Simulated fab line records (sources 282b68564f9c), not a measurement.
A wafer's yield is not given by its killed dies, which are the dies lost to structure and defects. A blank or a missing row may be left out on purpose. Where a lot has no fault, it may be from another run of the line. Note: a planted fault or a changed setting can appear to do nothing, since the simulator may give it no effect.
fab line records + flow rit_cmos
[record]
- lots = 5
- wafers = 15
- last_day = 7
route steps=202 shown FOX2@25 NWELL@28 PWELL@39 WELLDRIVE@50 NRETRO@53 M1@202
lots that met no fault: taken from a fault-free run of the same line
start_h: start of the lot's first displayed wafer, in hours after the record's first day + wait_h: time in hours since the lot's previous step + " the same as in the row above + L1.1+2: a row that stands for several wafers + - no value, or no start was given + * or withheld: withheld + < > ~ a bound
route shown NAME@n: NAME is a module with steps in the file, n the number in the route of the first one + usual: the fault-free wafers' mean and standard deviation + same: alike in all rows + chamber/n: place in a boat + sites: per-site readings + _std_site: how widely they spread, as a standard deviation + _edge_site: the outer-site mean with the inner-site mean subtracted + radius_mm: for every site, how far away it sits from the centre of the wafer + mask NAME#n: copy n + behind: the last tool/chamber to shape the wafer + hold: reason for holding the lot/hours on hold/outcome of the hold + device: whichever transistor did not switch (one of n, p or np) + end of line: at the end of the route, the tests of the same wafers + a step without rows: its recipe alone + killed: the dies lost at the first sort to structure and to defects; this is not the yield of the wafer + map: dies across one wafer; x = killed, . = not, _ = none there
set.NAME: the run value of the setting; set.NAME@STEP: its run value at that earlier step + model.NAME: the simulator's own value behind a step, which no gauge read
lots at selected steps of the route; one table per step, one row per wafer
services: when a tool's chamber went out of use (start_h, in hours from the record's first day, below 0 if earlier), for how many hours, and the reason
[[steps]]
[step RIT_FOX2_CLEAN_02]
[recipe]
- chemistry = dHF
- dilution = 50:1
- time_s = 180
[step RIT_FOX2_WET_ETCH_03]
[recipe]
- chemistry = H3PO4
- target = Si3N4
- target_depth_nm = 195
- temp_c = 165
- time_s = 2700
[step RIT_FOX2_THK_MEAS_90]
[recipe]
- reads = SiO2_of_FOX2_OXIDATION_00
[usual]
- FIELD_OXIDE_LEFT_1_THK = 326/5.3
| lot.wafer | tool          | chamber | start_h | wait_h | FIELD_OXIDE_LEFT_1_THK[nm] |
|-----------|---------------|---------|---------|--------|----------------------------|
| L264.1    | film_metro-03 | -       | 25.06   | 0.0    | 325                        |
| L264.3    | "             | -       | "       | "      | 322                        |
| L264.5    | "             | -       | "       | "      | 321                        |
| L272.4    | film_metro-01 | -       | 66.84   | 0.0    | 323                        |
| L272.5    | "             | -       | "       | "      | 319                        |
| L272.6    | "             | -       | "       | "      | 329                        |
| L280.1    | film_metro-01 | -       | 106.52  | 0.0    | 331                        |
| L280.4    | "             | -       | "       | "      | 339                        |
| L280.5    | "             | -       | "       | "      | 335                        |
| L284.2    | film_metro-02 | -       | 126.05  | 0.0    | 330                        |
| L284.3    | "             | -       | "       | "      | 329                        |
| L284.4    | "             | -       | "       | "      | 331                        |
| L285.1    | film_metro-02 | -       | 129.86  | 0.0    | 329                        |
| L285.5    | "             | -       | "       | "      | 335                        |
| L285.6    | "             | -       | "       | "      | 334                        |
[step RIT_NWELL_HMDS_00]
[recipe]
- prime_time_s = 60
- prime_temp_c = 140
[step RIT_NWELL_COAT_01]
[recipe]
- resist = NOVOLAK
- spin_rpm = 2000
- resist_thk_nm = 1300
[step RIT_NWELL_SOFTBAKE_02]
[recipe]
- resist = NOVOLAK
- temp_c = 90
- time_s = 60
[step RIT_NWELL_EXPOSE_03]
[recipe]
- mask_id = M2
- na = 0.57
- target_cd_nm = 43900
- dose_mj = 250
[step RIT_NWELL_PEB_04]
[recipe]
- resist = NOVOLAK
- temp_c = withheld
- time_s = withheld
[step RIT_NWELL_DEVELOP_05]
[recipe]
- resist = NOVOLAK
- develop_time_s = 68
- dev_temp_c = 23
[step RIT_NWELL_OVL_MEAS_06]
[usual]
- NWELL_OVL = -0.6/1.6
| lot.wafer | tool       | chamber | start_h | wait_h | NWELL_OVL[nm] |
|-----------|------------|---------|---------|--------|---------------|
| L264.1    | overlay-02 | -       | 26.13   | -      | -2.9          |
| L264.3    | "          | -       | "       | "      | -2.2          |
| L264.5    | "          | -       | "       | "      | -1.1          |
| L272.4    | overlay-01 | -       | 67.76   | -      | 1.2           |
| L272.5    | "          | -       | "       | "      | 0.3           |
| L272.6    | "          | -       | "       | "      | -0.8          |
| L280.1    | overlay-01 | -       | 107.46  | -      | 4.9           |
| L280.4    | "          | -       | "       | "      | 3.8           |
| L280.5    | "          | -       | "       | "      | 2.8           |
| L284.2    | overlay-01 | -       | 126.99  | -      | 0.7           |
| L284.3    | "          | -       | "       | "      | 0.7           |
| L284.4    | "          | -       | "       | "      | 0.1           |
| L285.1    | overlay-02 | -       | 130.80  | -      | -1.5          |
| L285.5    | "          | -       | "       | "      | -1.9          |
| L285.6    | "          | -       | "       | "      | -2.1          |
[step RIT_NWELL_HARDBAKE_07]
[recipe]
- resist = NOVOLAK
- temp_c = 140
- time_s = 120
[step RIT_NWELL_IMPLANT_08]
[recipe]
- species = P
- energy_kev = 170
- dose_cm2 = 5e+13
- tilt_deg = 7
[step RIT_NWELL_STRIP_09]
[recipe]
- chemistry = O2
- time_s = 180
- resist = NOVOLAK
- platen_temp_c = withheld
- power_w = 500
- pressure_mtorr = 4000
- o2_flow_sccm = 4000
[usual]
- drypump_motor_current_A = 5.4/0.59
- run_length_s = 208.17/0.27
| lot.wafer | tool            | chamber | start_h | wait_h | drypump_motor_current_A | rf_hours_counter_h | run_length_s | model.NOVOLAK_of_NWELL_COAT_01.thk_nm |
|-----------|-----------------|---------|---------|--------|-------------------------|--------------------|--------------|---------------------------------------|
| L264.1    | plasma_asher-01 | 0       | 26.56   | 0.1    | 4.7                     | 37                 | 207.98       | 0                                     |
| L264.3    | "               | 0       | "       | "      | 4.6                     | -                  | 208.69       | 0                                     |
| L264.5    | "               | 0       | "       | "      | 4.6                     | -                  | 208.33       | 0                                     |
| L272.4    | plasma_asher-01 | 0       | 68.37   | 0.1    | 4.7                     | -                  | 72.70        | 339.9                                 |
| L272.5    | "               | 1       | "       | "      | 6.0                     | -                  | 72.48        | 343                                   |
| L272.6    | "               | 0       | "       | "      | 4.7                     | -                  | 72.12        | 340.7                                 |
| L280.1    | plasma_asher-02 | 0       | 107.90  | 0.1    | 5.0                     | 47                 | 207.85       | 0                                     |
| L280.4    | "               | 0       | "       | "      | 5.0                     | -                  | 207.92       | 0                                     |
| L280.5    | "               | 1       | "       | "      | 6.0                     | -                  | 208.07       | 0                                     |
| L284.2    | plasma_asher-01 | 1       | 127.42  | 0.1    | 6.0                     | 49                 | 208.29       | 0                                     |
| L284.3    | "               | 0       | "       | "      | 4.7                     | -                  | 208.06       | 0                                     |
| L284.4    | "               | 1       | "       | "      | 6.0                     | -                  | 208.40       | 0                                     |
| L285.1    | plasma_asher-02 | 1       | 131.24  | 0.1    | 6.0                     | 2                  | 207.93       | 0                                     |
| L285.5    | "               | 1       | "       | "      | 6.0                     | -                  | 208.12       | 0                                     |
| L285.6    | "               | 0       | "       | "      | 5.0                     | -                  | 207.94       | 0                                     |
[step RIT_NWELL_TW_MEAS_10]
[usual]
- NWELL_TW = 2128/20
| lot.wafer | tool          | chamber | start_h | wait_h | NWELL_TW |
|-----------|---------------|---------|---------|--------|----------|
| L264.1    | film_metro-04 | -       | 26.74   | 0.1    | 2133     |
| L264.3    | "             | -       | "       | "      | 2148     |
| L264.5    | "             | -       | "       | "      | 2145     |
| L272.4    | film_metro-01 | -       | 68.52   | 0.1    | 2134     |
| L272.5    | "             | -       | "       | "      | 2143     |
| L272.6    | "             | -       | "       | "      | 2138     |
| L280.1    | film_metro-01 | -       | 108.08  | 0.1    | 2141     |
| L280.4    | "             | -       | "       | "      | 2140     |
| L280.5    | "             | -       | "       | "      | 2137     |
| L284.2    | film_metro-02 | -       | 127.61  | 0.1    | 2105     |
| L284.3    | "             | -       | "       | "      | 2102     |
| L284.4    | "             | -       | "       | "      | 2107     |
| L285.1    | film_metro-01 | -       | 131.41  | 0.1    | 2136     |
| L285.5    | "             | -       | "       | "      | 2146     |
| L285.6    | "             | -       | "       | "      | 2141     |
[step RIT_PWELL_HMDS_00]
[recipe]
- prime_time_s = 60
- prime_temp_c = 140
[step RIT_PWELL_COAT_01]
[recipe]
- resist = NOVOLAK
- spin_rpm = 2000
- resist_thk_nm = 1300
[step RIT_PWELL_SOFTBAKE_02]
[recipe]
- resist = NOVOLAK
- temp_c = 90
- time_s = 60
[step RIT_PWELL_EXPOSE_03]
[recipe]
- mask_id = M3
- na = 0.57
- target_cd_nm = 43700
- dose_mj = 250
[step RIT_PWELL_PEB_04]
[recipe]
- resist = NOVOLAK
- temp_c = withheld
- time_s = withheld
[step RIT_PWELL_DEVELOP_05]
[recipe]
- resist = NOVOLAK
- develop_time_s = 68
- dev_temp_c = 23
[step RIT_PWELL_OVL_MEAS_06]
[usual]
- PWELL_OVL = 0.7/1.5
| lot.wafer | tool       | chamber | start_h | wait_h | PWELL_OVL[nm] |
|-----------|------------|---------|---------|--------|---------------|
| L264.1    | overlay-01 | -       | 27.80   | -      | 3.9           |
| L264.3    | "          | -       | "       | "      | 3.2           |
| L264.5    | "          | -       | "       | "      | 0.3           |
| L272.4    | overlay-02 | -       | 69.50   | -      | 1.8           |
| L272.5    | "          | -       | "       | "      | 1.2           |
| L272.6    | "          | -       | "       | "      | 0.6           |
| L280.1    | overlay-02 | -       | 109.14  | -      | -0.6          |
| L280.4    | "          | -       | "       | "      | -2.5          |
| L280.5    | "          | -       | "       | "      | -2.5          |
| L284.2    | overlay-02 | -       | 128.54  | -      | 1.3           |
| L284.3    | "          | -       | "       | "      | 0.5           |
| L284.4    | "          | -       | "       | "      | 0.8           |
| L285.1    | overlay-02 | -       | 132.35  | -      | 0.9           |
| L285.5    | "          | -       | "       | "      | -0.2          |
| L285.6    | "          | -       | "       | "      | 0.9           |
[step RIT_PWELL_HARDBAKE_07]
[recipe]
- resist = NOVOLAK
- temp_c = 140
- time_s = 120
[step RIT_PWELL_IMPLANT_08]
[recipe]
- species = B
- energy_kev = 170
- dose_cm2 = 7e+13
- tilt_deg = 7
[step RIT_PWELL_STRIP_09]
[recipe]
- chemistry = O2
- time_s = 180
- resist = NOVOLAK
- platen_temp_c = withheld
- power_w = 500
- pressure_mtorr = 4000
- o2_flow_sccm = 4000
[usual]
- drypump_motor_current_A = 5.5/0.48
- run_length_s = 208.3/0.32
| lot.wafer | tool            | chamber | start_h | wait_h | drypump_motor_current_A | rf_hours_counter_h | run_length_s |
|-----------|-----------------|---------|---------|--------|-------------------------|--------------------|--------------|
| L264.1    | plasma_asher-04 | 1       | 28.24   | 0.1    | 6.0                     | 24                 | 208.4        |
| L264.3    | "               | 0       | "       | "      | 5.5                     | -                  | 208.4        |
| L264.5    | "               | 1       | "       | "      | 6.1                     | -                  | 208.0        |
| L272.4    | plasma_asher-03 | 0       | 69.98   | 0.1    | 5.7                     | -                  | 208.3        |
| L272.5    | "               | 0       | "       | "      | 5.7                     | -                  | 208.1        |
| L272.6    | "               | 1       | "       | "      | 5.5                     | -                  | 209.2        |
| L280.1    | plasma_asher-04 | 1       | 109.58  | 0.1    | 6.1                     | 32                 | 207.9        |
| L280.4    | "               | 0       | "       | "      | 5.5                     | -                  | 208.1        |
| L280.5    | "               | 1       | "       | "      | 6.0                     | -                  | 208.1        |
| L284.2    | plasma_asher-01 | 1       | 128.97  | 0.1    | 6.0                     | 50                 | 208.5        |
| L284.3    | "               | 0       | "       | "      | 4.7                     | -                  | 208.5        |
| L284.4    | "               | 1       | "       | "      | 5.9                     | -                  | 208.2        |
| L285.1    | plasma_asher-04 | 1       | 132.83  | 0.1    | 6.0                     | 36                 | 207.9        |
| L285.5    | "               | 1       | "       | "      | 6.1                     | -                  | 207.9        |
| L285.6    | "               | 0       | "       | "      | 5.5                     | -                  | 207.9        |
[step RIT_PWELL_TW_MEAS_10]
[usual]
- PWELL_TW = 946/8.9
| lot.wafer | tool          | chamber | start_h | wait_h | PWELL_TW |
|-----------|---------------|---------|---------|--------|----------|
| L264.1    | film_metro-02 | -       | 28.41   | 0.1    | 934      |
| L264.3    | "             | -       | "       | "      | 929      |
| L264.5    | "             | -       | "       | "      | 930      |
| L272.4    | film_metro-01 | -       | 70.13   | 0.1    | 948      |
| L272.5    | "             | -       | "       | "      | 944      |
| L272.6    | "             | -       | "       | "      | 948      |
| L280.1    | film_metro-04 | -       | 109.75  | 0.1    | 951      |
| L280.4    | "             | -       | "       | "      | 948      |
| L280.5    | "             | -       | "       | "      | 951      |
| L284.2    | film_metro-01 | -       | 129.16  | 0.1    | 955      |
| L284.3    | "             | -       | "       | "      | 955      |
| L284.4    | "             | -       | "       | "      | 954      |
| L285.1    | film_metro-02 | -       | 133.00  | 0.1    | 932      |
| L285.5    | "             | -       | "       | "      | 932      |
| L285.6    | "             | -       | "       | "      | 935      |
[step RIT_WELLDRIVE_ANNEAL_00]
[recipe]
- temp_c = 1100
- time_s = 14700
- ambient = N2
[step RIT_WELLDRIVE_RS_MEAS_01]
[recipe]
- thk_meas_gauge = four-point-probe
[usual]
- NWELL_RS = 275.5/0.7
| lot.wafer | tool          | chamber | start_h | wait_h | NWELL_RS[ohm/sq] |
|-----------|---------------|---------|---------|--------|------------------|
| L264.1    | film_metro-01 | -       | 35.65   | 0.0    | 275.9            |
| L264.3    | "             | -       | "       | "      | 275.0            |
| L264.5    | "             | -       | "       | "      | 274.8            |
| L272.4    | film_metro-02 | -       | 77.16   | 0.1    | 275.8            |
| L272.5    | "             | -       | "       | "      | 275.0            |
| L272.6    | "             | -       | "       | "      | 276.0            |
| L280.1    | film_metro-04 | -       | 115.44  | 0.0    | 275.4            |
| L280.4    | "             | -       | "       | "      | 274.7            |
| L280.5    | "             | -       | "       | "      | 275.7            |
| L284.2    | film_metro-01 | -       | 134.84  | 0.0    | 275.9            |
| L284.3    | "             | -       | "       | "      | 275.0            |
| L284.4    | "             | -       | "       | "      | 275.5            |
| L285.1    | film_metro-01 | -       | 138.15  | 0.0    | 274.8            |
| L285.5    | "             | -       | "       | "      | 274.8            |
| L285.6    | "             | -       | "       | "      | 275.2            |
[step RIT_WELLDRIVE_RS_MEAS_02]
[recipe]
- thk_meas_gauge = four-point-probe
[usual]
- PWELL_RS = 429.1/1.1
| lot.wafer | tool          | chamber | start_h | wait_h | PWELL_RS[ohm/sq] |
|-----------|---------------|---------|---------|--------|------------------|
| L264.1    | film_metro-01 | -       | 35.77   | 0.1    | 428.3            |
| L264.3    | "             | -       | "       | "      | 429.7            |
| L264.5    | "             | -       | "       | "      | 430.2            |
| L272.4    | film_metro-02 | -       | 77.28   | 0.1    | 429.4            |
| L272.5    | "             | -       | "       | "      | 428.8            |
| L272.6    | "             | -       | "       | "      | 429.3            |
| L280.1    | film_metro-04 | -       | 115.56  | 0.1    | 427.4            |
| L280.4    | "             | -       | "       | "      | 427.7            |
| L280.5    | "             | -       | "       | "      | 427.5            |
| L284.2    | film_metro-01 | -       | 134.96  | 0.1    | 428.8            |
| L284.3    | "             | -       | "       | "      | 428.3            |
| L284.4    | "             | -       | "       | "      | 426.7            |
| L285.1    | film_metro-01 | -       | 138.27  | 0.1    | 428.4            |
| L285.5    | "             | -       | "       | "      | 428.7            |
| L285.6    | "             | -       | "       | "      | 429.0            |
[step RIT_NRETRO_HMDS_00]
[recipe]
- prime_time_s = 60
- prime_temp_c = 140
[step RIT_NRETRO_COAT_01]
[recipe]
- resist = NOVOLAK
- spin_rpm = 2000
- resist_thk_nm = 1300
[step RIT_NRETRO_SOFTBAKE_02]
[recipe]
- resist = NOVOLAK
- temp_c = 90
- time_s = 60
[step RIT_NRETRO_EXPOSE_03]
[recipe]
- mask_id = M4
- na = 0.57
- target_cd_nm = 43900
- dose_mj = 250
[step RIT_NRETRO_PEB_04]
[recipe]
- resist = NOVOLAK
- temp_c = withheld
- time_s = withheld
[step RIT_NRETRO_DEVELOP_05]
[recipe]
- resist = NOVOLAK
- develop_time_s = 68
- dev_temp_c = 23
[step RIT_NRETRO_OVL_MEAS_06]
[usual]
- NRETRO_OVL = 0.1/1.4
| lot.wafer | tool       | chamber | start_h | wait_h | NRETRO_OVL[nm] |
|-----------|------------|---------|---------|--------|----------------|
| L264.1    | overlay-01 | -       | 36.77   | -      | 2.6            |
| L264.3    | "          | -       | "       | "      | 1.5            |
| L264.5    | "          | -       | "       | "      | 1.1            |
| L272.4    | overlay-02 | -       | 78.24   | -      | -1.6           |
| L272.5    | "          | -       | "       | "      | -2.0           |
| L272.6    | "          | -       | "       | "      | -0.1           |
| L280.1    | overlay-01 | -       | 116.56  | -      | -3.2           |
| L280.4    | "          | -       | "       | "      | -2.8           |
| L280.5    | "          | -       | "       | "      | -2.7           |
| L284.2    | overlay-02 | -       | 135.95  | -      | 0.0            |
| L284.3    | "          | -       | "       | "      | 0.5            |
| L284.4    | "          | -       | "       | "      | 0.0            |
| L285.1    | overlay-02 | -       | 139.28  | -      | -1.3           |
| L285.5    | "          | -       | "       | "      | -1.1           |
| L285.6    | "          | -       | "       | "      | -0.2           |
[step RIT_NRETRO_HARDBAKE_07]
[recipe]
- resist = NOVOLAK
- temp_c = 140
- time_s = 120
[step RIT_NRETRO_IMPLANT_08]
[recipe]
- species = P
- energy_kev = 70
- dose_cm2 = 1e+13
- tilt_deg = 7
[step RIT_NRETRO_STRIP_09]
[recipe]
- chemistry = O2
- time_s = 180
- resist = NOVOLAK
- platen_temp_c = withheld
- power_w = 500
- pressure_mtorr = 4000
- o2_flow_sccm = 4000
[usual]
- drypump_motor_current_A = 5.5/0.53
- run_length_s = 208.07/0.25
| lot.wafer | tool            | chamber | start_h | wait_h | drypump_motor_current_A | rf_hours_counter_h | run_length_s |
|-----------|-----------------|---------|---------|--------|-------------------------|--------------------|--------------|
| L264.1    | plasma_asher-04 | 0       | 37.20   | 0.1    | 5.5                     | 24                 | 208.11       |
| L264.3    | "               | 1       | "       | "      | 6.0                     | -                  | 207.91       |
| L264.5    | "               | 1       | "       | "      | 6.0                     | -                  | 208.11       |
| L272.4    | plasma_asher-04 | 0       | 78.72   | 0.1    | 5.4                     | -                  | 207.86       |
| L272.5    | "               | 0       | "       | "      | 5.5                     | -                  | 208.30       |
| L272.6    | "               | 1       | "       | "      | 6.1                     | -                  | 208.18       |
| L280.1    | plasma_asher-01 | 0       | 116.99  | 0.1    | 4.7                     | 47                 | 208.31       |
| L280.4    | "               | 1       | "       | "      | 6.0                     | -                  | 208.33       |
| L280.5    | "               | 0       | "       | "      | 4.7                     | -                  | 208.24       |
| L284.2    | plasma_asher-04 | 0       | 136.38  | 0.1    | 5.5                     | 36                 | 208.37       |
| L284.3    | "               | 0       | "       | "      | 5.5                     | -                  | 207.80       |
| L284.4    | "               | 1       | "       | "      | 6.0                     | -                  | 208.32       |
| L285.1    | plasma_asher-01 | 0       | 139.78  | 0.1    | 4.6                     | 51                 | 208.43       |
| L285.5    | "               | 1       | "       | "      | 6.0                     | -                  | 208.48       |
| L285.6    | "               | 0       | "       | "      | 4.6                     | -                  | 207.99       |
[step RIT_NRETRO_TW_MEAS_10]
[usual]
- NRETRO_TW = 1034/10
| lot.wafer | tool          | chamber | start_h | wait_h | hold                     | NRETRO_TW |
|-----------|---------------|---------|---------|--------|--------------------------|-----------|
| L264.1    | film_metro-04 | -       | 37.38   | 0.1    | -                        | 1050      |
| L264.3    | "             | -       | "       | "      | -                        | 1050      |
| L264.5    | "             | -       | "       | "      | -                        | 1050      |
| L272.4    | film_metro-02 | -       | 78.86   | 0.1    | await_dispo/0.2h/release | 30        |
| L272.5    | "             | -       | "       | "      | await_dispo/0.2h/release | 30        |
| L272.6    | "             | -       | "       | "      | await_dispo/0.2h/release | 30        |
| L272.4    | film_metro-02 | -       | 79.09   | 0.2    | -                        | 30        |
| L272.5    | "             | -       | "       | "      | -                        | 30        |
| L272.6    | "             | -       | "       | "      | -                        | 30        |
| L280.1    | film_metro-04 | -       | 117.17  | 0.1    | -                        | 1050      |
| L280.4    | "             | -       | "       | "      | -                        | 1052      |
| L280.5    | "             | -       | "       | "      | -                        | 1044      |
| L284.2    | film_metro-03 | -       | 136.56  | 0.1    | -                        | 1028      |
| L284.3    | "             | -       | "       | "      | -                        | 1023      |
| L284.4    | "             | -       | "       | "      | -                        | 1027      |
| L285.1    | film_metro-03 | -       | 139.96  | 0.1    | -                        | 1029      |
| L285.5    | "             | -       | "       | "      | -                        | 1032      |
| L285.6    | "             | -       | "       | "      | -                        | 1028      |
[step RIT_M1_PROBE_99]
[usual]
- defect_limited_yield = 97.3/1.1
- killed_at_contacts = 0.1/0.34
- killed_at_front_end = 7.0/2.9
- killed_dies = 7.2/2.9
- killed_open = 3.6/1.9
- killed_short = 3.5/2.1
- sort_bin_3_pad_short = 0.1/0.23
- sort_bin_5_function = 1.6/0.73
- sort_bin_6_memory = 1.0/0.67
- sort_n_pass = 256.8/2.9
- sort_yield_pct = 97.3/1.1
[same]
- gross_dies = 264
- killed_at_M0_to_M3 = 0
- killed_at_M4_up = 0
- killed_at_back_side = 0
- killed_at_other = 0
| lot.wafer | tool      | chamber | start_h | wait_h | defect_limited_yield[%] | killed_at_contacts | killed_at_front_end | killed_dies | killed_open | killed_short | sort_bin_3_pad_short[%] | sort_bin_5_function[%] | sort_bin_6_memory[%] | sort_n_pass | sort_yield_pct[%] |
|-----------|-----------|---------|---------|--------|-------------------------|--------------------|---------------------|-------------|-------------|--------------|-------------------------|------------------------|----------------------|-------------|-------------------|
| L280.1    | prober-02 | -       | 146.55  | 0.1    | 95.8                    | 0                  | 11                  | 11          | 3           | 8            | 0.4                     | 2.3                    | 1.5                  | 253.0       | 95.8              |
| L280.4    | prober-02 | -       | 146.70  | 0.2    | 97.3                    | 0                  | 7                   | 7           | 5           | 2            | 0                       | 1.5                    | 1.1                  | 257.0       | 97.3              |
| L280.5    | prober-02 | -       | 146.75  | 0.2    | 95.8                    | 0                  | 11                  | 11          | 7           | 4            | 0                       | 2.7                    | 1.5                  | 253.0       | 95.8              |
| L285.1    | prober-01 | -       | 169.36  | 0.1    | 96.6                    | 0                  | 9                   | 9           | 7           | 2            | 0                       | 1.9                    | 1.5                  | 255.0       | 96.6              |
| L285.5    | prober-01 | -       | 169.56  | 0.2    | 97.3                    | 0                  | 7                   | 7           | 4           | 3            | 0                       | 2.3                    | 0.4                  | 257.0       | 97.3              |
| L285.6    | prober-01 | -       | 169.61  | 0.2    | 97.0                    | 1                  | 7                   | 8           | 4           | 3            | 0.4                     | 1.5                    | 1.1                  | 256.0       | 97.0              |
// killed by level:class
L280.1 GATE:geometric_particle:short=4 FOX2:geometric_particle:short=2 GATE:geometric_particle:open=2 FOX1:geometric_particle:open=1 SPACER:geometric_particle:short=1 SILICIDE:geometric_particle:short=1
L280.4 GATE:geometric_particle:short=2 SPACER:geometric_particle:open=2 ACTIVE:geometric_particle:open=1 GATE:geometric_particle:open=1 REOX:geometric_particle:open=1
L280.5 GATE:geometric_particle:open=3 FOX1:geometric_particle:short=2 SILICIDE:geometric_particle:open=2 SILICIDE:geometric_particle:short=1 REOX:geometric_particle:open=1 SPACER:geometric_particle:short=1 SPACER:geometric_particle:open=1
L285.1 SILICIDE:geometric_particle:open=3 GATE:geometric_particle:open=2 GATE:geometric_particle:short=1 REOX:geometric_particle:open=1 SPACER:geometric_particle:short=1 SPACER:geometric_particle:open=1
L285.5 SILICIDE:geometric_particle:short=2 SILICIDE:geometric_particle:open=2 FOX1:geometric_particle:open=1 FOX2:geometric_particle:open=1 FOX2:geometric_particle:short=1
L285.6 GATE:geometric_particle:short=2 FOX1:geometric_particle:open=1 GATE:geometric_particle:open=1 SILICIDE:geometric_particle:short=1 SILICIDE:geometric_particle:open=1 CONTACT:geometric_particle:open=1 NWELL:coat_microbubble_printed=1
[[services]]
| tool            | chamber | start_h | hours | kind       |
|-----------------|---------|---------|-------|------------|
| plasma_asher-02 | -       | 6.37    | 3.7   | repair     |
| plasma_asher-03 | -       | 9.49    | 0.8   | repair     |
| plasma_asher-03 | -       | 107.97  | 28.1  | pm         |
| plasma_asher-02 | -       | 108.75  | 9.0   | pm         |
| plasma_asher-02 | 0       | 108.75  | 9.0   | vent_cycle |
| plasma_asher-02 | 1       | 108.75  | 9.0   | vent_cycle |
| plasma_asher-02 | 0       | 117.75  | -     | clean      |
| plasma_asher-02 | 1       | 117.75  | -     | clean      |
| plasma_asher-03 | -       | 136.07  | 14.6  | pm         |
| plasma_asher-04 | -       | 138.04  | 2.8   | pm         |
[[key]]
[first_sign]
- step = RIT_NWELL_STRIP_09
- reading = run_length_s
- direction = down
- sigmas = 99+
- usual = *
- struck = *
[effect]
- step = RIT_NRETRO_TW_MEAS_10
- reading = NRETRO_TW
- direction = down
- sigmas = 99+
- usual = 1034
- struck = 30
[model_effect]
- step = RIT_NWELL_STRIP_09
- value = NOVOLAK_of_NWELL_COAT_01.thk_nm
- without = 0
- struck = 341.2
met_at RIT_NWELL_STRIP_09
struck_wafers L272.4,L272.5,L272.6
scrapped_behind RIT_NRETRO_TW_MEAS_10 L272.4,L272.5,L272.6
onset_between 26.56 68.37
[fault]
- kind = strip_aborted
- tool = plasma_asher-01
- chamber = -
- onset_h = 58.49
- steps = RIT_NWELL_STRIP_09
- offset = 0.6
- end_h = 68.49
